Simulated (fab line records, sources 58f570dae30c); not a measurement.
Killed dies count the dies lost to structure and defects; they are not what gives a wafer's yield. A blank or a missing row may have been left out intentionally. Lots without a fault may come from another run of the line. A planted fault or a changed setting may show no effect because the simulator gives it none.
2 desks looking at one fault -- flow berkeley-cmos170 -- numbers are kept per desk, each desk with only its own; the story behind them comes last

## FROM THE METROLOGY DESK
What the gauges read, lot by lot, whatever tool the lot ran on: means of the sampled wafers that have a number. A lot is out of limits, marked OUT, if its mean lies more than 4 standard deviations from the usual mean; the brackets give that distance.
Columns: A = cd-nm at UCB170_M2_CD_MEAS_15, usual 699.9 nm; B = cd-nm at UCB170_M2_CD_MEAS_90, usual 699.2 nm
lot,first seen here,A,B
L837,day 7 16:32,700.3,700.2
L838,day 8 08:17,698.6,699.0
L839,day 8 08:28,702.0,699.4
L842,day 9 00:20,700.9,699.4
L840,day 9 00:34,698.8,702.0
L843,day 9 06:04,699.5,700.3
L847,day 10 05:33,699.6,702.9
L850,day 10 05:47,754.9 (+39) OUT,753.3 (+24) OUT
L849,day 10 06:33,758.1 (+42) OUT,758.4 (+26) OUT
L852,day 10 23:45,755.0 (+39) OUT,754.2 (+24) OUT
L853,day 11 00:15,701.6,699.1
L856,day 12 00:44,699.0,697.9
L857,day 12 00:47,699.2,698.7
L858,day 12 01:03,698.8,697.9
L859,day 12 02:26,700.4,698.2
This desk's finding: out of limits on L849, L850, L852; first on L850, day 10 05:47 (cd-nm at UCB170_M2_CD_MEAS_15). L837, L838, L839, L842, L840, L843, L847, L853, L856, L857, L858, L859: within limits.

## TOOL OWNER'S DESK, litho-track-04
UCB170_M2_PEB_13, tool's own readings: per-lot mean of the sampled wafers with a number, covering each lot this tool ran. A lot is out of limits, marked OUT, if its mean lies more than 4 standard deviations from the usual mean; the brackets give that distance.
Columns: A = heater-power-total-W at UCB170_M2_PEB_13, usual 56.80 W; B = plate-temp-C at UCB170_M2_PEB_13, usual 130.02 C
lot,first seen here,A,B
L837,day 7 16:16,56.82,130.11
L839,day 8 08:11,56.84,130.27
L850,day 10 05:32,53.15 (-74) OUT,123.49 (-44) OUT
L849,day 10 06:17,53.14 (-75) OUT,123.73 (-42) OUT
L852,day 10 23:28,53.12 (-75) OUT,123.64 (-43) OUT
This desk's finding: out of limits on L849, L850, L852; first on L850, day 10 05:32 (heater-power-total-W at UCB170_M2_PEB_13). L837, L839: within limits.

## PUT TOGETHER
At day 10 05:32, on L849, L850, L852, the tool owner's desk was in a position to raise an alarm.
Metrology desk: alarm possible at day 10 05:47 on L849, L850, L852.
UCB170_M2_PEB_13 was run on litho-track-04 by each of the lots named.

## WHAT WAS PUT IN BY THE SIMULATOR
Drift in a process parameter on litho-track-04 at UCB170_M2_PEB_13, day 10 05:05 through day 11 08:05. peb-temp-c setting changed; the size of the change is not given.
Struck lots among those shown: L849, L850, L852.
Time in hours from fault onset to the first out-of-limits reading at each desk: tool owner's desk 0, metrology desk 1.
